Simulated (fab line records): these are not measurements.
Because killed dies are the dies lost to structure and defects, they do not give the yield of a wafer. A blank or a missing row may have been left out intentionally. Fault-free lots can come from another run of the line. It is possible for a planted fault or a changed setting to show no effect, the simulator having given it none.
fab line records -- flow rit_cmos
record: lots: 5, wafers: 27
route steps=202 shown SPACER@128 M1@184
start_h: hours from the record's first day to the start of the lot's first wafer shown -- wait_h: how many hours have passed since the lot's step before this one -- " identical to the entry in the row above -- L1.1+2: several wafers, shown together as one row -- - no value present, or no start provided -- * or withheld: withheld -- < > ~ a bound
route shown NAME@n: a module of which the file shows steps, and the number in the route of the first -- usual: mean/standard deviation taken from wafers without a fault -- same: alike in all rows -- chamber/n: place in a boat -- sites: each site's reading -- _std_site: standard deviation across them -- _edge_site: mean of outer sites minus mean of inner sites -- radius_mm: for every site, how far away it sits from the centre of the wafer -- mask NAME#n: copy n -- behind: the most recent tool/chamber to have shaped the wafer -- hold: why the lot was held/for how many hours/how that ended -- device: the transistor (n, p or np) that didn't switch -- end of line: at the end of the route, the tests of the same wafers -- a step with no rows: only its recipe -- killed: count of dies lost to structure and defects at first sort (not the wafer's yield) -- map: the dies of a wafer, with x for killed, . for not killed, _ for no die there
set.NAME: the setting the step ran with; set.NAME@STEP: the setting that earlier step ran with -- model.NAME: the simulator's own value behind a step, which no gauge read
lots where settings were altered on purpose, with a table for each step and a row for each wafer
== steps ==
step: RIT_SPACER_CVD_03
recipe: material: Si3N4, target_thk_nm: 250, temp_c: 810, precursor: SiH2Cl2/NH3, time_s: 3300, pressure_mtorr: 300, sih2cl2_flow_sccm: 60, nh3_flow_sccm: 150
lot.wafer,tool,chamber,start_h,wait_h,set.time_s,model.Si3N4_of_SPACER_CVD_03.thk_nm
L075.1+6,-,-,-,0.0,1989,147
L075.2+4,-,-,-,0.0,1989,146.7
L075.3,-,-,-,0.0,1989,149.1
L075.5,-,-,-,0.0,1989,147.2
L078.1,-,-,-,0.0,4411,331.6
L078.2,-,-,-,0.0,4411,333.7
L078.3,-,-,-,0.0,4411,329.5
L078.4,-,-,-,0.0,4411,332.9
L078.5,-,-,-,0.0,4411,332.6
L078.6,-,-,-,0.0,4411,331.3
L080.1,-,-,-,0.0,3300,251.1
L080.2,-,-,-,0.0,3300,251.8
L080.3,-,-,-,0.0,3300,250.8
L080.4,-,-,-,0.0,3300,252.7
L080.5,-,-,-,0.0,3300,250.5
L080.6,-,-,-,0.0,3300,250
L082.1,lpcvd-01,1,84.38,0.0,3300,252.9
L082.3,lpcvd-01,1,84.38,0.0,3300,251.1
L082.4,lpcvd-01,1,84.38,0.0,3300,252.5
L083.1,-,-,-,0.1,3300,251.1
L083.2,-,-,-,0.1,3300,250.5
L083.3,-,-,-,0.1,3300,251.5
L083.4,-,-,-,0.1,3300,249.6
L083.5,-,-,-,0.1,3300,250.7
L083.6,-,-,-,0.1,3300,250.1
step: RIT_SPACER_THK_MEAS_04
recipe: reads: Si3N4_of_SPACER_CVD_03
usual: SPACER_NITRIDE_THK: 248.7/2.4
lot.wafer,tool,chamber,start_h,wait_h,set.time_s@SPACER_CVD_03,SPACER_NITRIDE_THK[nm]
L075.1,film_metro-01,-,-,-,1989,147.1
L075.2,film_metro-01,-,-,-,1989,146.9
L075.3,film_metro-01,-,-,-,1989,149.1
L075.4,film_metro-01,-,-,-,1989,146.8
L075.5,film_metro-01,-,-,-,1989,147.3
L075.6,film_metro-01,-,-,-,1989,146.9
L078.1,film_metro-04,-,-,-,4411,331.6
L078.2,film_metro-04,-,-,-,4411,333.8
L078.3,film_metro-04,-,-,-,4411,329.6
L078.4,film_metro-04,-,-,-,4411,333.0
L078.5,film_metro-04,-,-,-,4411,332.7
L078.6,film_metro-04,-,-,-,4411,331.3
L080.1,film_metro-01,-,-,-,3300,251.2
L080.2,film_metro-01,-,-,-,3300,251.9
L080.3,film_metro-01,-,-,-,3300,250.6
L080.4,film_metro-01,-,-,-,3300,252.6
L080.5,film_metro-01,-,-,-,3300,250.4
L080.6,film_metro-01,-,-,-,3300,249.7
L082.1,film_metro-02,-,86.29,0.0,3300,252.9
L082.3,film_metro-02,-,86.29,0.0,3300,251.4
L082.4,film_metro-02,-,86.29,0.0,3300,252.6
L083.1,film_metro-04,-,-,-,3300,251.1
L083.2,film_metro-04,-,-,-,3300,250.7
L083.3,film_metro-04,-,-,-,3300,251.4
L083.4,film_metro-04,-,-,-,3300,249.6
L083.5,film_metro-04,-,-,-,3300,251.0
L083.6,film_metro-04,-,-,-,3300,250.2
step: RIT_SPACER_ETCHBACK_05
recipe: target_depth_a: 2500, SF6_flow_sccm: 30, CHF3_flow_sccm: 30, target: Si3N4, chemistry: SF6/CHF3, pressure_mtorr: 40, rf_w: 250, time_s: 240, stop_on: SiO2
usual: oes_product_au: 0.850/0.015
lot.wafer,tool,chamber,start_h,wait_h,set.time_s@SPACER_CVD_03,oes_product_au,model.etch.depth_nm,model.Si3N4_of_SPACER_CVD_03.thk_nm
L075.1,rie_diel-03,1,51.67,0.1,1989,0.587,147,115.2
L075.2,rie_diel-03,0,51.67,0.1,1989,0.604,146.7,114.6
L075.3,rie_diel-03,2,51.67,0.1,1989,0.601,149.1,117.2
L075.4,rie_diel-03,3,51.67,0.1,1989,0.609,146.7,114.4
L075.5,rie_diel-03,2,51.67,0.1,1989,0.587,147.2,115.5
L075.6,rie_diel-03,1,51.67,0.1,1989,0.589,147,114.9
L078.1,rie_diel-01,2,65.20,0.1,4411,1.038,-,259.5
L078.2,rie_diel-01,0,65.20,0.1,4411,1.022,313.9,261.3
L078.3,rie_diel-01,3,65.20,0.1,4411,1.004,-,256.6
L078.4,rie_diel-01,0,65.20,0.1,4411,1.017,-,261
L078.5,rie_diel-01,2,65.20,0.1,4411,1.040,315.7,260
L078.6,rie_diel-01,3,65.20,0.1,4411,0.999,315.7,259
L080.1,rie_diel-04,1,75.54,0.1,3300,0.850,-,196.2
L080.2,rie_diel-04,2,75.54,0.1,3300,0.853,-,196.8
L080.3,rie_diel-04,3,75.54,0.1,3300,0.842,250.8,196.2
L080.4,rie_diel-04,0,75.54,0.1,3300,0.867,252.7,198.5
L080.5,rie_diel-04,0,75.54,0.1,3300,0.865,250.5,196.4
L080.6,rie_diel-04,3,75.54,0.1,3300,0.834,-,195.5
L082.1,rie_diel-01,2,86.35,0.1,3300,0.883,252.9,198.2
L082.3,rie_diel-01,0,86.35,0.1,3300,0.868,251.1,197.4
L082.4,rie_diel-01,3,86.35,0.1,3300,0.841,252.5,197.3
L083.1,rie_diel-03,1,91.33,0.1,3300,0.852,-,196.2
L083.2,rie_diel-03,3,91.33,0.1,3300,0.860,250.5,195.5
L083.3,rie_diel-03,0,91.33,0.1,3300,0.858,-,197
L083.4,rie_diel-03,2,91.33,0.1,3300,0.855,-,195.9
L083.5,rie_diel-03,2,91.33,0.1,3300,0.854,250.7,196.6
L083.6,rie_diel-03,3,91.33,0.1,3300,0.863,250.1,195
step: RIT_M1_SPUTTER_00
recipe: material: Al, target_thk_nm: 400, power_w: 2000, chamber_pressure_pa: 0.4, gas: Ar, time_s: 500, substrate_temp_c: 25
lot.wafer,tool,chamber,start_h,wait_h,set.time_s,model.Al_of_M1_SPUTTER_00.thk_nm
L075.1+5,pvd_sputter-01,-,58.57,0.0,500,399.1
L075.2,pvd_sputter-01,-,58.57,0.0,500,403.8
L075.3,pvd_sputter-01,-,58.57,0.0,500,399.3
L075.4,pvd_sputter-01,-,58.57,0.0,500,401.4
L075.6,pvd_sputter-01,-,58.57,0.0,500,402.1
L078.1,pvd_sputter-04,-,72.22,0.0,769.3,615.1
L078.2,pvd_sputter-04,-,72.22,0.0,500,402.8
L078.3,pvd_sputter-04,-,72.22,0.0,769.3,613.2
L078.4,pvd_sputter-04,-,72.22,0.0,769.3,615.3
L078.5,pvd_sputter-04,-,72.22,0.0,500,396.8
L078.6,pvd_sputter-04,-,72.22,0.0,500,399
L080.1,pvd_sputter-04,-,82.32,0.0,618.3,496.9
L080.2,pvd_sputter-04,-,82.32,0.0,618.3,493.5
L080.3,pvd_sputter-04,-,82.32,0.0,500,397.3
L080.4,pvd_sputter-04,-,82.32,0.0,500,400.6
L080.5,pvd_sputter-04,-,82.32,0.0,500,395
L080.6,pvd_sputter-04,-,82.32,0.0,618.3,499.4
L082.1,pvd_sputter-04,-,93.44,0.0,500,409.9
L082.3,pvd_sputter-04,-,93.44,0.0,500,407.2
L082.4,pvd_sputter-04,-,93.44,0.0,500,407.4
L083.1,pvd_sputter-01,-,98.47,0.0,798.5,627.4
L083.2,pvd_sputter-01,-,98.47,0.0,500,390.4
L083.3,pvd_sputter-01,-,98.47,0.0,798.5,632.1
L083.4,pvd_sputter-01,-,98.47,0.0,798.5,630.1
L083.5,pvd_sputter-01,-,98.47,0.0,500,388.8
L083.6,pvd_sputter-01,-,98.47,0.0,500,388.7
step: RIT_M1_RS_MEAS_01
recipe: thk_meas_gauge: four-point-probe, reads: Al_of_M1_SPUTTER_00
usual: M1_AL_RS: 0.0738/0.00097
lot.wafer,tool,chamber,start_h,wait_h,set.time_s@M1_SPUTTER_00,M1_AL_RS[ohm/sq]
L075.1,film_metro-03,-,58.86,0.1,500,0.0738
L075.2,film_metro-03,-,58.86,0.1,500,0.0728
L075.3,film_metro-03,-,58.86,0.1,500,0.0738
L075.4,film_metro-03,-,58.86,0.1,500,0.0731
L075.5,film_metro-03,-,58.86,0.1,500,0.0738
L075.6,film_metro-03,-,58.86,0.1,500,0.0732
L078.1,film_metro-03,-,72.55,0.2,769.3,0.0474
L078.2,film_metro-03,-,72.55,0.2,500,0.0728
L078.3,film_metro-03,-,72.55,0.2,769.3,0.0476
L078.4,film_metro-03,-,72.55,0.2,769.3,0.0475
L078.5,film_metro-03,-,72.55,0.2,500,0.0741
L078.6,film_metro-03,-,72.55,0.2,500,0.0735
L080.1,film_metro-03,-,82.65,0.2,618.3,0.0589
L080.2,film_metro-03,-,82.65,0.2,618.3,0.0592
L080.3,film_metro-03,-,82.65,0.2,500,0.0739
L080.4,film_metro-03,-,82.65,0.2,500,0.0733
L080.5,film_metro-03,-,82.65,0.2,500,0.0744
L080.6,film_metro-03,-,82.65,0.2,618.3,0.0587
L082.1,film_metro-04,-,93.77,0.2,500,0.0715
L082.3,film_metro-04,-,93.77,0.2,500,0.0720
L082.4,film_metro-04,-,93.77,0.2,500,0.0720
L083.1,film_metro-03,-,98.77,0.1,798.5,0.0465
L083.2,film_metro-03,-,98.77,0.1,500,0.0751
L083.3,film_metro-03,-,98.77,0.1,798.5,0.0462
L083.4,film_metro-03,-,98.77,0.1,798.5,0.0464
L083.5,film_metro-03,-,98.77,0.1,500,0.0756
L083.6,film_metro-03,-,98.77,0.1,500,0.0757
step: RIT_M1_THK_MEAS_02
recipe: thk_meas_gauge: xrf, reads: Al_of_M1_SPUTTER_00
usual: M1_AL_THK: 398/5
lot.wafer,tool,chamber,start_h,wait_h,set.time_s@M1_SPUTTER_00,M1_AL_THK[nm]
L075.1,film_metro-03,-,58.98,0.1,500,399
L075.2,film_metro-03,-,58.98,0.1,500,404
L075.3,film_metro-03,-,58.98,0.1,500,400
L075.4,film_metro-03,-,58.98,0.1,500,401
L075.5,film_metro-03,-,58.98,0.1,500,398
L075.6,film_metro-03,-,58.98,0.1,500,405
L078.1,film_metro-03,-,72.67,0.1,769.3,612
L078.2,film_metro-03,-,72.67,0.1,500,403
L078.3,film_metro-03,-,72.67,0.1,769.3,611
L078.4,film_metro-03,-,72.67,0.1,769.3,615
L078.5,film_metro-03,-,72.67,0.1,500,394
L078.6,film_metro-03,-,72.67,0.1,500,400
L080.1,film_metro-03,-,82.77,0.1,618.3,497
L080.2,film_metro-03,-,82.77,0.1,618.3,493
L080.3,film_metro-03,-,82.77,0.1,500,395
L080.4,film_metro-03,-,82.77,0.1,500,399
L080.5,film_metro-03,-,82.77,0.1,500,394
L080.6,film_metro-03,-,82.77,0.1,618.3,497
L082.1,film_metro-04,-,93.89,0.1,500,408
L082.3,film_metro-04,-,93.89,0.1,500,405
L082.4,film_metro-04,-,93.89,0.1,500,404
L083.1,film_metro-03,-,98.89,0.1,798.5,626
L083.2,film_metro-03,-,98.89,0.1,500,390
L083.3,film_metro-03,-,98.89,0.1,798.5,636
L083.4,film_metro-03,-,98.89,0.1,798.5,629
L083.5,film_metro-03,-,98.89,0.1,500,390
L083.6,film_metro-03,-,98.89,0.1,500,390
step: RIT_M1_HMDS_03
recipe: prime_time_s: 60, prime_temp_c: 140
step: RIT_M1_COAT_04
recipe: resist: NOVOLAK, spin_rpm: 2000, resist_thk_nm: 1300
step: RIT_M1_HARDBAKE_11
recipe: resist: NOVOLAK, temp_c: 140, time_s: 120
step: RIT_M1_METAL_ETCH_12
recipe: stop_on: SiO2, chemistry: Cl2/BCl3, target: Al, time_s: 165, over_etch_frac: 0.5, pressure_mtorr: 100, target_depth_a: 6000, rf_w: 250, Cl2_flow_sccm: 60, bcl3_flow_sccm: 50
usual: oes_product_au: 0.778/0.014
lot.wafer,tool,chamber,start_h,wait_h,set.time_s@M1_SPUTTER_00,oes_product_au
L075.1,rie_metal-01,1,60.33,0.2,500,0.784
L075.2,rie_metal-01,0,60.33,0.2,500,0.787
L075.3,rie_metal-01,0,60.33,0.2,500,0.772
L075.4,rie_metal-01,1,60.33,0.2,500,0.774
L075.5,rie_metal-01,1,60.33,0.2,500,0.785
L075.6,rie_metal-01,0,60.33,0.2,500,0.779
L078.1,rie_metal-01,1,74.15,0.2,769.3,0.974
L078.2,rie_metal-01,0,74.15,0.2,500,0.787
L078.3,rie_metal-01,1,74.15,0.2,769.3,0.974
L078.4,rie_metal-01,0,74.15,0.2,769.3,1.006
L078.5,rie_metal-01,0,74.15,0.2,500,0.772
L078.6,rie_metal-01,1,74.15,0.2,500,0.769
L080.1,rie_metal-04,1,84.25,0.2,618.3,0.867
L080.2,rie_metal-04,0,84.25,0.2,618.3,0.908
L080.3,rie_metal-04,0,84.25,0.2,500,0.800
L080.4,rie_metal-04,1,84.25,0.2,500,0.767
L080.5,rie_metal-04,1,84.25,0.2,500,0.761
L080.6,rie_metal-04,0,84.25,0.2,618.3,0.911
L082.1,rie_metal-03,1,95.37,0.2,500,0.800
L082.3,rie_metal-03,1,95.37,0.2,500,0.793
L082.4,rie_metal-03,0,95.37,0.2,500,0.774
L083.1,rie_metal-04,1,100.36,0.2,798.5,0.999
L083.2,rie_metal-04,0,100.36,0.2,500,0.783
L083.3,rie_metal-04,1,100.36,0.2,798.5,1.019
L083.4,rie_metal-04,0,100.36,0.2,798.5,1.046
L083.5,rie_metal-04,1,100.36,0.2,500,0.757
L083.6,rie_metal-04,0,100.36,0.2,500,0.788
== key ==
split: step: RIT_SPACER_CVD_03, setting: time_s, stated: 3300, by: lot
response: step: RIT_SPACER_CVD_03, reading: model.Si3N4_of_SPACER_CVD_03.thk_nm, change: +2.52, per: 1%, r: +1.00
response: step: RIT_SPACER_THK_MEAS_04, reading: SPACER_NITRIDE_THK, change: +2.52, per: 1%, r: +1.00
response: step: RIT_SPACER_ETCHBACK_05, reading: oes_product_au, change: +0.00582, per: 1%, r: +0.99
response: step: RIT_SPACER_ETCHBACK_05, reading: model.etch.depth_nm, change: +2.36, per: 1%, r: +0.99
response: step: RIT_SPACER_ETCHBACK_05, reading: model.Si3N4_of_SPACER_CVD_03.thk_nm, change: +1.97, per: 1%, r: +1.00
split: step: RIT_M1_SPUTTER_00, setting: time_s, stated: 500, by: wafer
response: step: RIT_M1_SPUTTER_00, reading: model.Al_of_M1_SPUTTER_00.thk_nm, change: +4.03, per: 1%, r: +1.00
response: step: RIT_M1_RS_MEAS_01, reading: M1_AL_RS, change: -0.000496, per: 1%, r: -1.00
response: step: RIT_M1_THK_MEAS_02, reading: M1_AL_THK, change: +4.01, per: 1%, r: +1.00
response: step: RIT_M1_METAL_ETCH_12, reading: oes_product_au, change: +0.00409, per: 1%, r: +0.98
